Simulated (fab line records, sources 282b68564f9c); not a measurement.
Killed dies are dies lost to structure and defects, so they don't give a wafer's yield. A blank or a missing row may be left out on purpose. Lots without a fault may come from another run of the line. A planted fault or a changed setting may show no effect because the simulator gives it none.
fab line records | flow rit_cmos
record lots=6 wafers=18 last_day=7
route steps=202 shown SDANNEAL@156 PSD@157 NSD@158 PLDD@159 NLDD@160 SILICIDE@161 CONTACT@168 M1@184
lots that met no fault: from a run of the same line without faults
start_h: hours from the record's first day to the start of the lot's first wafer shown | wait_h: hours since the lot's step before | " the same as in the row above | L1.1+2: a row that stands for several wafers | - no value, or no start given | * or withheld: withheld | < > ~ a bound
route shown NAME@n: a module of which the file shows steps, and the number in the route of the first | usual: mean/standard deviation of fault-free wafers | same: alike in all rows | chamber/n: place in a boat | sites: the reading at each site | _std_site: their standard deviation | _edge_site: outer sites' mean less inner sites' | radius_mm: how far each site lies from the wafer's centre | mask NAME#n: copy n | behind: the tool/chamber that last shaped the wafer | hold: why the lot was held/for how many hours/how that ended | device: the transistor (n, p or np) that didn't switch | end of line: the same wafers' tests at the end of the route | a step without rows: its recipe alone | killed: dies lost to structure and defects at the first sort, not the wafer's yield | map: a wafer's dies, x killed, . not, _ none there
set.NAME: the setting as run; set.NAME@STEP: as run at that earlier step | model.NAME: the simulator's own value behind a step, which no gauge read
lots at some steps of the route; a table a step, a row a wafer
services: from which hour (start_h, from the record's first day; less than 0 if before it) a tool's chamber was out of use, for how many hours, and why
## steps
# step RIT_SDANNEAL_RTA_03
# recipe temp_c=1050 time_s=5 idle_temp_c=600 ramp_up_c_per_s=342 ramp_down_c_per_s=171 cool_to_c=600 ambient=N2
# usual wafer_temp_C_max=1053.5/1
# columns lot.wafer tool chamber start_h wait_h wafer_temp_C_max
L380.4 rtp_anneal-02 0 78.01 0.0 1053.4
L380.5 " 0 " " 1051.9
L380.6 " 0 " " 1053.6
L386.2 rtp_anneal-02 0 101.44 0.0 1053.6
L386.3 " 0 " " 1054.0
L386.6 " 0 " " 1053.4
L393.1 rtp_anneal-01 0 131.23 0.0 1051.2
L393.4 " 0 " " 1054.3
L393.5 " 0 " " 1054.8
L396.3 rtp_anneal-02 0 145.05 0.0 1052.8
L396.4 " 0 " " 1055.6
L396.6 " 0 " " 1053.1
L397.3 rtp_anneal-01 0 153.03 0.0 1052.4
L397.4 " 0 " " 1053.0
L397.6 " 0 " " 1052.7
L400.2 rtp_anneal-02 0 168.78 0.0 1054.6
L400.3 " 0 " " 1052.1
L400.4 " 0 " " 1054.8
# step RIT_SDANNEAL_RS_MEAS_04
# recipe thk_meas_gauge=four-point-probe
# usual PSD_RS=115.77/0.25
# columns lot.wafer tool chamber start_h wait_h PSD_RS[ohm/sq]
L380.4 film_metro-04 - 78.10 0.1 115.51
L380.5 " - " " 115.15
L380.6 " - " " 115.51
L386.2 film_metro-01 - 101.51 0.1 115.69
L386.3 " - " " 115.78
L386.6 " - " " 115.59
L393.1 film_metro-01 - 131.29 0.0 115.39
L393.4 " - " " 115.77
L393.5 " - " " 115.62
L396.3 film_metro-04 - 145.13 0.1 115.83
L396.4 " - " " 115.82
L396.6 " - " " 116.03
L397.3 film_metro-03 - 153.11 0.1 116.19
L397.4 " - " " 115.79
L397.6 " - " " 115.90
L400.2 film_metro-04 - 168.84 0.1 115.78
L400.3 " - " " 115.90
L400.4 " - " " 115.97
# step RIT_SDANNEAL_RS_MEAS_05
# recipe thk_meas_gauge=four-point-probe
# usual NSD_RS=84.40/0.27
# columns lot.wafer tool chamber start_h wait_h NSD_RS[ohm/sq]
L380.4 film_metro-04 - 78.22 0.1 84.28
L380.5 " - " " 84.53
L380.6 " - " " 84.78
L386.2 film_metro-01 - 101.63 0.1 84.66
L386.3 " - " " 84.51
L386.6 " - " " 84.97
L393.1 film_metro-01 - 131.41 0.1 84.40
L393.4 " - " " 84.27
L393.5 " - " " 84.19
L396.3 film_metro-04 - 145.25 0.1 84.39
L396.4 " - " " 84.57
L396.6 " - " " 84.70
L397.3 film_metro-03 - 153.23 0.1 84.35
L397.4 " - " " 84.54
L397.6 " - " " 83.98
L400.2 film_metro-04 - 168.96 0.1 84.30
L400.3 " - " " 84.21
L400.4 " - " " 84.04
# step RIT_SDANNEAL_RS_MEAS_06
# recipe thk_meas_gauge=four-point-probe
# usual PLDD_RS=178.6/0.39
# columns lot.wafer tool chamber start_h wait_h PLDD_RS[ohm/sq]
L380.4 film_metro-04 - 78.34 0.1 178.5
L380.5 " - " " 178.1
L380.6 " - " " 178.2
L386.2 film_metro-01 - 101.75 0.1 178.6
L386.3 " - " " 178.5
L386.6 " - " " 178.6
L393.1 film_metro-01 - 131.53 0.1 178.0
L393.4 " - " " 178.6
L393.5 " - " " 178.6
L396.3 film_metro-04 - 145.37 0.1 178.7
L396.4 " - " " 178.0
L396.6 " - " " 178.5
L397.3 film_metro-03 - 153.35 0.1 178.6
L397.4 " - " " 178.9
L397.6 " - " " 178.5
L400.2 film_metro-04 - 169.08 0.1 178.5
L400.3 " - " " 179.1
L400.4 " - " " 178.8
# step RIT_SDANNEAL_RS_MEAS_07
# recipe thk_meas_gauge=four-point-probe
# usual NLDD_RS=151.5/0.55
# columns lot.wafer tool chamber start_h wait_h NLDD_RS[ohm/sq]
L380.4 film_metro-04 - 78.46 0.1 152.5
L380.5 " - " " 152.2
L380.6 " - " " 152.2
L386.2 film_metro-01 - 101.87 0.1 151.8
L386.3 " - " " 151.9
L386.6 " - " " 152.1
L393.1 film_metro-01 - 131.65 0.1 150.7
L393.4 " - " " 150.5
L393.5 " - " " 150.1
L396.3 film_metro-04 - 145.49 0.1 151.8
L396.4 " - " " 152.2
L396.6 " - " " 151.7
L397.3 film_metro-03 - 153.47 0.1 151.3
L397.4 " - " " 151.3
L397.6 " - " " 151.7
L400.2 film_metro-04 - 169.20 0.1 151.9
L400.3 " - " " 151.8
L400.4 " - " " 152.1
# step RIT_SILICIDE_WET_ETCH_00
# recipe chemistry=BOE target=SiO2 target_depth_nm=14 time_s=15 dry=n2_spin dilution=10:1 temp_c=21.5
# step RIT_SILICIDE_SPUTTER_01
# recipe material=Ti target_thk_nm=30 power_w=350 chamber_pressure_pa=0.667 gas=Ar time_s=240 substrate_temp_c=25
# step RIT_SILICIDE_RS_MEAS_02
# recipe thk_meas_gauge=four-point-probe reads=Ti_of_SILICIDE_SPUTTER_01
# usual SILICIDE_TI_RS=47.6/0.63
# columns lot.wafer tool chamber start_h wait_h SILICIDE_TI_RS[ohm/sq]
L380.4 film_metro-02 - 78.74 0.1 47.7
L380.5 " - " " 48.1
L380.6 " - " " 47.4
L386.2 film_metro-02 - 102.15 0.1 47.3
L386.3 " - " " 47.3
L386.6 " - " " 47.1
L393.1 film_metro-04 - 131.94 0.1 48.0
L393.4 " - " " 47.6
L393.5 " - " " 47.5
L396.3 film_metro-01 - 145.77 0.1 47.6
L396.4 " - " " 47.7
L396.6 " - " " 47.9
L397.3 film_metro-02 - 153.75 0.1 48.5
L397.4 " - " " 47.1
L397.6 " - " " 47.4
L400.2 film_metro-02 - 169.50 0.1 47.8
L400.3 " - " " 47.5
L400.4 " - " " 47.8
# step RIT_SILICIDE_THK_MEAS_03
# recipe thk_meas_gauge=xrf reads=Ti_of_SILICIDE_SPUTTER_01
# usual SILICIDE_TI_THK=30.6/0.35
# columns lot.wafer tool chamber start_h wait_h SILICIDE_TI_THK[nm]
L380.4 film_metro-02 - 78.83 0.1 30.6
L380.5 " - " " 30.5
L380.6 " - " " 30.8
L386.2 film_metro-02 - 102.26 0.1 30.8
L386.3 " - " " 30.9
L386.6 " - " " 30.8
L393.1 film_metro-04 - 132.06 0.1 30.3
L393.4 " - " " 30.5
L393.5 " - " " 30.4
L396.3 film_metro-01 - 145.87 0.1 30.3
L396.4 " - " " 30.4
L396.6 " - " " 30.3
L397.3 film_metro-02 - 153.85 0.1 30.2
L397.4 " - " " 31.0
L397.6 " - " " 30.7
L400.2 film_metro-02 - 169.61 0.1 30.6
L400.3 " - " " 30.7
L400.4 " - " " 30.6
# step RIT_SILICIDE_RTA_04
# recipe temp_c=650 time_s=10 idle_temp_c=25 ramp_up_s=5 ramp_down_s=5 cool_to_c=25 ambient=N2
# step RIT_SILICIDE_WET_ETCH_05
# recipe chemistry=SPM target=Ti temp_c=90 time_s=120 dry=n2_spin
# step RIT_SILICIDE_RTA_06
# recipe temp_c=750 time_s=10 idle_temp_c=25 ramp_up_s=5 ramp_down_s=10 cool_to_c=25 ambient=N2
# usual wafer_temp_C_max=753.1/0.87
# columns lot.wafer tool chamber start_h wait_h wafer_temp_C_max
L380.4 rtp_anneal-02 0 79.01 0.0 752.4
L380.5 " 0 " " 752.8
L380.6 " 0 " " 752.4
L386.2 rtp_anneal-02 0 102.48 0.0 753.5
L386.3 " 0 " " 752.5
L386.6 " 0 " " 753.3
L393.1 rtp_anneal-01 0 132.23 0.0 752.2
L393.4 " 0 " " 753.0
L393.5 " 0 " " 753.2
L396.3 rtp_anneal-02 0 146.04 0.0 752.0
L396.4 " 0 " " 752.3
L396.6 " 0 " " 753.4
L397.3 rtp_anneal-01 0 154.02 0.0 752.6
L397.4 " 0 " " 753.3
L397.6 " 0 " " 753.0
L400.2 rtp_anneal-02 0 169.78 0.0 752.7
L400.3 " 0 " " 752.1
L400.4 " 0 " " 751.9
# step RIT_CONTACT_CVD_00
# recipe material=SiO2 target_thk_nm=400 precursor=TEOS temp_c=390 time_s=61 rf_w=400
# usual heater_power_w=346/52
# columns lot.wafer tool chamber start_h wait_h heater_power_w
L380.4 pecvd-04 1 79.06 0.0 306
L380.5 " 0 " " 277
L380.6 " 2 " " 383
L386.2 pecvd-02 2 102.53 0.0 343
L386.3 " 1 " " 387
L386.6 " 0 " " 302
L393.1 pecvd-04 0 132.29 0.1 317
L393.4 " 1 " " 346
L393.5 " 2 " " 394
L396.3 pecvd-04 2 146.08 0.0 365
L396.4 " 0 " " 335
L396.6 " 2 " " 371
L397.3 pecvd-01 1 154.06 0.0 273
L397.4 " 2 " " 445
L397.6 " 1 " " 290
L400.2 pecvd-01 0 169.83 0.0 466
L400.3 " 1 " " 345
L400.4 " 1 " " 358
# step RIT_CONTACT_THK_MEAS_01
# recipe reads=SiO2_of_CONTACT_CVD_00
# usual CONTACT_TEOS_THK=400/4.3
# columns lot.wafer tool chamber start_h wait_h CONTACT_TEOS_THK[nm]
L380.4 film_metro-03 - 79.12 0.0 411
L380.5 " - " " 404
L380.6 " - " " 399
L386.2 film_metro-03 - 102.59 0.0 397
L386.3 " - " " 397
L386.6 " - " " 404
L393.1 film_metro-01 - 132.34 0.0 400
L393.4 " - " " 405
L393.5 " - " " 405
L396.3 film_metro-02 - 146.15 0.0 397
L396.4 " - " " 405
L396.6 " - " " 402
L397.3 film_metro-01 - 154.14 0.0 401
L397.4 " - " " 399
L397.6 " - " " 399
L400.2 film_metro-01 - 169.90 0.0 397
L400.3 " - " " 396
L400.4 " - " " 405
# step RIT_CONTACT_HMDS_02
# recipe prime_time_s=60 prime_temp_c=140
# step RIT_CONTACT_COAT_03
# recipe resist=NOVOLAK spin_rpm=3250 resist_thk_nm=1000
# step RIT_CONTACT_SOFTBAKE_04
# recipe resist=NOVOLAK temp_c=90 time_s=60
# step RIT_CONTACT_EXPOSE_05
# recipe mask_id=M11 na=0.6 source_shape=conventional sigma_outer=0.5 target_cd_nm=1000 dose_mj=250
# step RIT_CONTACT_PEB_06
# recipe resist=NOVOLAK temp_c=withheld time_s=withheld
# step RIT_CONTACT_DEVELOP_07
# recipe resist=NOVOLAK develop_time_s=120 dev_temp_c=23
# step RIT_CONTACT_CD_MEAS_08
# recipe target_cd_nm=1000
# usual cd_nm=1000.2/2.4
# columns lot.wafer tool chamber start_h wait_h cd_nm
L380.4 cd_sem-01 - 80.30 - 1000.0
L380.5 " - " " 999.0
L380.6 " - " " 999.8
L386.2 cd_sem-02 - 103.77 - 999.5
L386.3 " - " " 998.6
L386.6 " - " " 1002.5
L393.1 cd_sem-01 - 133.50 - 1002.0
L393.4 " - " " 1003.1
L393.5 " - " " 1003.8
L396.3 cd_sem-02 - 147.33 - 1003.9
L396.4 " - " " 1001.4
L396.6 " - " " 1004.1
L397.3 cd_sem-02 - 155.18 - 997.9
L397.4 " - " " 997.6
L397.6 " - " " 999.1
L400.2 cd_sem-01 - 170.93 - 1001.7
L400.3 " - " " 1000.4
L400.4 " - " " 1000.0
# step RIT_CONTACT_OVL_MEAS_09
# usual CONTACT_OVL=-0.9/1.5
# columns lot.wafer tool chamber start_h wait_h CONTACT_OVL[nm]
L380.4 overlay-02 - 80.38 0.1 -2.9
L380.5 " - " " -2.5
L380.6 " - " " -1.8
L386.2 overlay-02 - 103.87 0.1 -0.1
L386.3 " - " " -0.2
L386.6 " - " " -3.3
L393.1 overlay-02 - 133.62 0.1 -3.4
L393.4 " - " " -1.7
L393.5 " - " " -1.3
L396.3 overlay-01 - 147.42 0.1 -1.1
L396.4 " - " " -1.0
L396.6 " - " " -0.3
L397.3 overlay-02 - 155.27 0.1 -2.0
L397.4 " - " " 0.2
L397.6 " - " " -0.2
L400.2 overlay-01 - 171.04 0.1 -2.6
L400.3 " - " " -1.3
L400.4 " - " " -2.1
# step RIT_CONTACT_HARDBAKE_10
# recipe resist=NOVOLAK temp_c=140 time_s=60
# step RIT_CONTACT_ETCH_11
# recipe target_depth_a=4800 over_etch_frac=0.2 stop_on=TiSi2 chemistry=CHF3/CF4/Ar target=SiO2 CHF3_flow_sccm=50 cf4_flow_sccm=10 Ar_flow_sccm=100 O2_flow_sccm=5 pressure_mtorr=100 rf_w=200 time_s=320
# step RIT_CONTACT_STRIP_12
# recipe chemistry=O2 time_s=180 resist=NOVOLAK platen_temp_c=withheld power_w=500 pressure_mtorr=4000 o2_flow_sccm=4000
# usual drypump_motor_current_A=6.0/0.39
# columns lot.wafer tool chamber start_h wait_h drypump_motor_current_A rf_hours_counter_h
L380.4 plasma_asher-04 1 80.80 0.2 6.6 -
L380.5 " 0 " " 5.7 -
L380.6 " 1 " " 6.6 -
L386.2 plasma_asher-02 1 104.25 0.1 5.7 34
L386.3 " 1 " " 5.7 -
L386.6 " 1 " " 5.6 -
L393.1 plasma_asher-02 1 134.00 0.1 5.7 37
L393.4 " 1 " " 5.7 -
L393.5 " 0 " " 6.4 -
L396.3 plasma_asher-02 1 147.84 0.2 5.7 -
L396.4 " 0 " " 6.3 -
L396.6 " 1 " " 5.6 -
L397.3 plasma_asher-04 0 155.70 0.2 5.7 -
L397.4 " 1 " " 6.6 -
L397.6 " 0 " " 5.7 -
L400.2 plasma_asher-04 1 171.41 0.1 6.6 54
L400.3 " 0 " " 5.7 -
L400.4 " 1 " " 6.7 -
# step RIT_CONTACT_CD_MEAS_90
# recipe target_cd_nm=1000
# usual cd_nm=1000.3/2.4
# columns lot.wafer tool chamber start_h wait_h cd_nm
L380.4 cd_sem-02 - 80.98 0.1 1000.3
L380.5 " - " " 999.0
L380.6 " - " " 1000.0
L386.2 cd_sem-01 - 104.44 0.1 999.9
L386.3 " - " " 998.7
L386.6 " - " " 1002.5
L393.1 cd_sem-02 - 134.17 0.1 1001.8
L393.4 " - " " 1003.8
L393.5 " - " " 1003.4
L396.3 cd_sem-02 - 148.00 0.1 1004.7
L396.4 " - " " 1001.5
L396.6 " - " " 1004.6
L397.3 cd_sem-02 - 155.86 0.1 998.2
L397.4 " - " " 997.5
L397.6 " - " " 999.1
L400.2 cd_sem-02 - 171.61 0.1 1001.9
L400.3 " - " " 1000.3
L400.4 " - " " 1000.0
# step RIT_CONTACT_CLEAN_13
# recipe chemistry=SC1 mix=3:3:50 time_s=600 temp_c=75
# step RIT_CONTACT_CLEAN_14
# recipe chemistry=SC2 mix=3:3:50 time_s=600 temp_c=75 dry=n2_spin
# step RIT_M1_SPUTTER_00
# recipe material=Al target_thk_nm=400 power_w=2000 chamber_pressure_pa=0.4 gas=Ar time_s=500 substrate_temp_c=25
# usual throttle_valve_pct=30.0/0.82
# columns lot.wafer tool chamber start_h wait_h throttle_valve_pct
L380.4 pvd_sputter-02 - 82.56 0.0 30.3
L380.5 " - " " 29.3
L380.6 " - " " 30.3
L386.2 pvd_sputter-03 - 105.15 0.0 30.5
L386.3 " - " " 30.6
L386.6 " - " " 30.0
L393.1 pvd_sputter-02 - 134.64 0.0 30.0
L393.4 " - " " 30.6
L393.5 " - " " 30.4
L396.3 pvd_sputter-03 - 148.45 0.0 28.7
L396.4 " - " " 30.7
L396.6 " - " " 30.5
L397.3 pvd_sputter-02 - 156.32 0.0 30.5
L397.4 " - " " 30.0
L397.6 " - " " 30.0
L400.2 pvd_sputter-03 - 172.06 0.0 29.8
L400.3 " - " " 30.5
L400.4 " - " " 28.8
# step RIT_M1_RS_MEAS_01
# recipe thk_meas_gauge=four-point-probe reads=Al_of_M1_SPUTTER_00
# usual M1_AL_RS=0.0736/0.00073
# columns lot.wafer tool chamber start_h wait_h M1_AL_RS[ohm/sq]
L380.4 film_metro-04 - 82.92 0.2 0.0733
L380.5 " - " " 0.0735
L380.6 " - " " 0.0730
L386.2 film_metro-03 - 105.47 0.2 0.0728
L386.3 " - " " 0.0740
L386.6 " - " " 0.0739
L393.1 film_metro-01 - 134.94 0.1 0.0724
L393.4 " - " " 0.0728
L393.5 " - " " 0.0717
L396.3 film_metro-04 - 148.78 0.2 0.0758
L396.4 " - " " 0.0758
L396.6 " - " " 0.0752
L397.3 film_metro-03 - 156.65 0.2 0.0735
L397.4 " - " " 0.0720
L397.6 " - " " 0.0722
L400.2 film_metro-01 - 172.37 0.2 0.0742
L400.3 " - " " 0.0737
L400.4 " - " " 0.0736
# step RIT_M1_THK_MEAS_02
# recipe thk_meas_gauge=xrf reads=Al_of_M1_SPUTTER_00
# usual M1_AL_THK=401/4.3
# columns lot.wafer tool chamber start_h wait_h M1_AL_THK[nm]
L380.4 film_metro-04 - 83.01 0.1 403
L380.5 " - " " 400
L380.6 " - " " 403
L386.2 film_metro-03 - 105.58 0.1 408
L386.3 " - " " 402
L386.6 " - " " 401
L393.1 film_metro-01 - 135.06 0.1 406
L393.4 " - " " 403
L393.5 " - " " 410
L396.3 film_metro-04 - 148.88 0.1 390
L396.4 " - " " 389
L396.6 " - " " 392
L397.3 film_metro-03 - 156.75 0.1 407
L397.4 " - " " 413
L397.6 " - " " 412
L400.2 film_metro-01 - 172.48 0.1 395
L400.3 " - " " 397
L400.4 " - " " 400
# step RIT_M1_HMDS_03
# recipe prime_time_s=60 prime_temp_c=140
# step RIT_M1_COAT_04
# recipe resist=NOVOLAK spin_rpm=2000 resist_thk_nm=1300
# step RIT_M1_SOFTBAKE_05
# recipe resist=NOVOLAK temp_c=90 time_s=60
# step RIT_M1_EXPOSE_06
# recipe mask_id=M12 na=0.6 source_shape=conventional sigma_outer=0.5 target_cd_nm=2600 dose_mj=250
# step RIT_M1_PEB_07
# recipe resist=NOVOLAK temp_c=withheld time_s=withheld
# step RIT_M1_DEVELOP_08
# recipe resist=NOVOLAK develop_time_s=68 dev_temp_c=23
# step RIT_M1_CD_MEAS_09
# recipe target_cd_nm=2600
# usual cd_nm=2599.4/1.9
# columns lot.wafer tool chamber start_h wait_h cd_nm
L380.4 cd_sem-01 - 83.98 - 2600.0
L380.5 " - " " 2600.1
L380.6 " - " " 2598.8
L386.2 cd_sem-02 - 106.65 - 2596.9
L386.3 " - " " 2597.5
L386.6 " - " " 2598.5
L393.1 cd_sem-02 - 136.12 - 2597.2
L393.4 " - " " 2597.2
L393.5 " - " " 2598.0
L396.3 cd_sem-02 - 149.97 - 2600.3
L396.4 " - " " 2599.9
L396.6 " - " " 2600.9
L397.3 cd_sem-01 - 157.81 - 2599.0
L397.4 " - " " 2599.0
L397.6 " - " " 2597.8
L400.2 cd_sem-01 - 173.43 - 2602.7
L400.3 " - " " 2603.6
L400.4 " - " " 2604.5
# step RIT_M1_OVL_MEAS_10
# usual M1_OVL=-0.5/1.3
# columns lot.wafer tool chamber start_h wait_h M1_OVL[nm]
L380.4 overlay-02 - 84.06 0.1 -0.3
L380.5 " - " " -1.0
L380.6 " - " " -1.6
L386.2 overlay-02 - 106.76 0.1 0.1
L386.3 " - " " -0.2
L386.6 " - " " -0.9
L393.1 overlay-02 - 136.24 0.1 -0.1
L393.4 " - " " 0.2
L393.5 " - " " 0.7
L396.3 overlay-01 - 150.06 0.1 0.6
L396.4 " - " " -0.8
L396.6 " - " " 0.3
L397.3 overlay-01 - 157.90 0.1 1.1
L397.4 " - " " -0.7
L397.6 " - " " -1.4
L400.2 overlay-01 - 173.54 0.1 -1.4
L400.3 " - " " -1.1
L400.4 " - " " -1.7
# step RIT_M1_HARDBAKE_11
# recipe resist=NOVOLAK temp_c=140 time_s=120
# step RIT_M1_METAL_ETCH_12
# recipe stop_on=SiO2 chemistry=Cl2/BCl3 target=Al time_s=165 over_etch_frac=0.5 pressure_mtorr=100 target_depth_a=6000 rf_w=250 Cl2_flow_sccm=60 bcl3_flow_sccm=50
# usual drypump_motor_current_A=5.6/0.49 oes_product_au=0.768/0.012 throttle_valve_pct=8.22/0.12
# same over_etch_frac=0.5
# columns lot.wafer tool chamber start_h wait_h drypump_motor_current_A oes_product_au rf_hours_counter_h throttle_valve_pct
L380.4 rie_metal-04 1 84.38 0.1 5.6 0.777 - 8.15
L380.5 " 1 " " 5.6 0.779 - 8.16
L380.6 " 0 " " 5.1 0.767 - 8.11
L386.2 rie_metal-04 1 107.18 0.2 5.6 0.781 3 8.17
L386.3 " 0 " " 5.2 0.762 - 8.14
L386.6 " 1 " " 5.6 0.775 - 8.14
L393.1 rie_metal-01 0 136.53 0.2 4.9 0.754 5 8.08
L393.4 " 1 " " 6.1 0.766 - 8.33
L393.5 " 0 " " 4.9 0.767 - 8.07
L396.3 rie_metal-04 0 150.39 0.2 5.1 0.748 - 8.13
L396.4 " 1 " " 5.6 0.772 - 8.14
L396.6 " 0 " " 5.1 0.755 - 8.13
L397.3 rie_metal-02 0 158.23 0.2 5.7 0.769 - 8.23
L397.4 " 1 " " 6.4 0.819 - 8.46
L397.6 " 1 " " 6.4 0.809 - 8.45
L400.2 rie_metal-02 0 173.82 0.2 5.7 0.763 0 8.23
L400.3 " 0 " " 5.6 0.766 - 8.22
L400.4 " 1 " " 6.4 0.804 - 8.45
# step RIT_M1_STRIP_13
# recipe chemistry=nmp resist=NOVOLAK temp_c=80 time_s=600 dry=n2_spin
# step RIT_M1_PROBE_99
# usual killed_at_contacts=0.1/0.38 killed_at_front_end=7/3.2 killed_dies=7/3.2 killed_on_rim=1.9/1.5 killed_open=3.6/2.1 killed_short=3.5/2
# same gross_dies=264 killed_at_M0_to_M3=0 killed_at_M4_up=0 killed_at_back_side=0 killed_at_other=0
# columns lot.wafer tool chamber start_h wait_h killed_at_contacts killed_at_front_end killed_dies killed_on_rim killed_open killed_short
L380.4 prober-02 - 86.73 0.2 1 2 3 0 1 2
L380.5 prober-02 - 86.78 0.2 0 5 5 2 3 2
L380.6 prober-02 - 86.83 0.2 0 4 4 1 3 1
L386.2 prober-02 - 109.49 0.1 0 7 7 2 4 3
L386.3 prober-02 - 109.54 0.2 0 3 3 2 2 1
L386.6 prober-02 - 109.69 0.2 1 9 10 3 3 7
L393.1 prober-01 - 139.76 0.1 21 8 29 11 6 2
L393.4 prober-01 - 139.91 0.2 0 7 7 3 4 3
L393.5 prober-01 - 139.96 0.2 0 7 7 1 4 3
L396.3 prober-02 - 152.68 0.2 0 12 12 3 7 5
L396.4 prober-02 - 152.73 0.2 18 10 28 10 2 8
L396.6 prober-02 - 152.83 0.2 0 10 10 2 6 4
L397.3 prober-01 - 161.54 0.2 0 11 11 4 5 6
L397.4 prober-01 - 161.59 0.2 0 5 5 0 4 1
L397.6 prober-01 - 161.69 0.2 0 9 9 1 3 6
L400.2 prober-02 - 176.36 0.1 0 4 4 2 2 2
L400.3 prober-02 - 176.41 0.2 0 3 3 1 2 1
L400.4 prober-02 - 176.46 0.2 0 3 3 1 3 0
# killed by level:class
L380.4 GATE:geometric_particle:open=1 GATE:geometric_particle:short=1 CONTACT:geometric_particle:short=1
L380.5 GATE:geometric_particle:open=2 GATE:geometric_particle:short=1 REOX:geometric_particle:short=1 SILICIDE:geometric_particle:open=1
L380.6 GATE:geometric_particle:open=2 REOX:geometric_particle:open=1 SPACER:geometric_particle:short=1
L386.2 GATE:geometric_particle:short=2 GATE:geometric_particle:open=2 FOX1:geometric_particle:short=1 FOX1:geometric_particle:open=1 SPACER:geometric_particle:open=1
L386.3 GATE:geometric_particle:open=1 REOX:geometric_particle:short=1 SPACER:geometric_particle:open=1
L386.6 GATE:geometric_particle:short=2 SPACER:geometric_particle:short=2 FOX1:geometric_particle:short=1 GATE:geometric_particle:open=1 REOX:geometric_particle:open=1 SPACER:geometric_particle:open=1 SILICIDE:geometric_particle:short=1 CONTACT:geometric_particle:short=1
L393.1 CONTACT:unspecified=21 GATE:geometric_particle:open=2 REOX:geometric_particle:open=2 FOX1:geometric_particle:short=1 FOX1:geometric_particle:open=1 GATE:geometric_particle:short=1 SILICIDE:geometric_particle:open=1
L393.4 GATE:geometric_particle:short=2 GATE:geometric_particle:open=2 FOX1:geometric_particle:open=1 REOX:geometric_particle:short=1 REOX:geometric_particle:open=1
L393.5 GATE:geometric_particle:open=2 GATE:geometric_particle:short=2 REOX:geometric_particle:short=1 SPACER:geometric_particle:open=1 SILICIDE:geometric_particle:open=1
L396.3 GATE:geometric_particle:open=3 FOX1:geometric_particle:open=2 FOX2:geometric_particle:short=2 GATE:geometric_particle:short=2 FOX2:geometric_particle:open=1 SPACER:geometric_particle:short=1 SPACER:geometric_particle:open=1
L396.4 CONTACT:unspecified=18 GATE:geometric_particle:short=4 FOX1:geometric_particle:short=2 FOX2:geometric_particle:open=2 FOX2:geometric_particle:short=1 SILICIDE:geometric_particle:short=1
L396.6 SPACER:geometric_particle:open=3 FOX2:geometric_particle:short=2 FOX1:geometric_particle:open=1 GATE:geometric_particle:short=1 GATE:geometric_particle:open=1 SILICIDE:geometric_particle:short=1 SILICIDE:geometric_particle:open=1
L397.3 GATE:geometric_particle:short=4 GATE:geometric_particle:open=3 FOX1:geometric_particle:open=1 REOX:geometric_particle:short=1 SILICIDE:geometric_particle:short=1 SILICIDE:geometric_particle:open=1
L397.4 SPACER:geometric_particle:open=2 GATE:geometric_particle:open=1 SPACER:geometric_particle:short=1 SILICIDE:geometric_particle:open=1
L397.6 SPACER:geometric_particle:short=3 SILICIDE:geometric_particle:open=2 FOX1:geometric_particle:short=1 GATE:geometric_particle:open=1 GATE:geometric_particle:short=1 REOX:geometric_particle:short=1
L400.2 FOX1:geometric_particle:open=1 FOX2:geometric_particle:short=1 GATE:geometric_particle:short=1 SPACER:geometric_particle:open=1
L400.3 FOX2:geometric_particle:open=1 GATE:geometric_particle:short=1 GATE:geometric_particle:open=1
L400.4 GATE:geometric_particle:open=2 FOX2:geometric_particle:open=1
# map L393.1 (x killed, . not)
________xxxx..._______
_____xxxxxxxx.....____
____.xxxxxx........___
___...x..xxx........__
__...x..............._
__..................._
_.....................
_.....................
_.....................
_.....................
__..................._
__.x.........xx......_
___.x...............__
____...x...........___
_____........x....____
________......._______
# map L396.4 (x killed, . not)
________xxxx..._______
_____xxxxxxxx.....____
____...xxx.x.......___
___....x..x.........__
__..........x........_
__...x..............._
_.....................
_.....................
_...x.x...........x...
_....x................
__x.................._
__....x.............._
___x................__
____....x..........___
_____.............____
________......._______
## services
# columns tool chamber start_h hours kind
plasma_asher-04 - 57.13 14.6 pm
rie_metal-04 1 58.06 6.4 repair
rie_metal-02 1 61.91 12.4 repair
rie_metal-01 1 68.76 2.6 repair
rie_metal-01 - 84.68 4.3 pm
pecvd-04 - 89.48 2.9 repair
rie_metal-01 - 91.54 2.8 pm
pvd_sputter-02 - 91.72 6.4 repair
rtp_anneal-02 - 127.17 4.4 pm
pecvd-01 1 135.06 - calibration
rie_metal-02 - 136.12 20.0 pm
rie_metal-02 0 136.12 20.0 vent_cycle
rie_metal-02 1 136.12 20.0 vent_cycle
rie_metal-02 0 156.12 - clean
rie_metal-02 1 156.12 - clean
plasma_asher-04 - 157.55 2.8 pm
## key
first_sign step=RIT_M1_PROBE_99 reading=killed_at_contacts direction=up sigmas=19 usual=0.1 struck=19.5
effect step=RIT_M1_PROBE_99 reading=killed_dies direction=up sigmas=6.7 usual=7 struck=28
met_at RIT_CONTACT_CVD_00
struck_wafers L393.1,L396.4
tester_left_out L393,L396
onset_between 79.06 132.29
fault kind=chamber_particle_source tool=pecvd-04 chamber=0 onset_h=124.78 steps=RIT_CONTACT_CVD_00 rate_per_visit_cm2=1.8416 end_h=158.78
# tester_left_out: of these lots the tester's yield and bins aren't shown, on N5 and GAA mostly nor the transistor test; their killed dies are dies lost to structure and defects alone, not to doping, threshold or leakage, so they don't give the yield
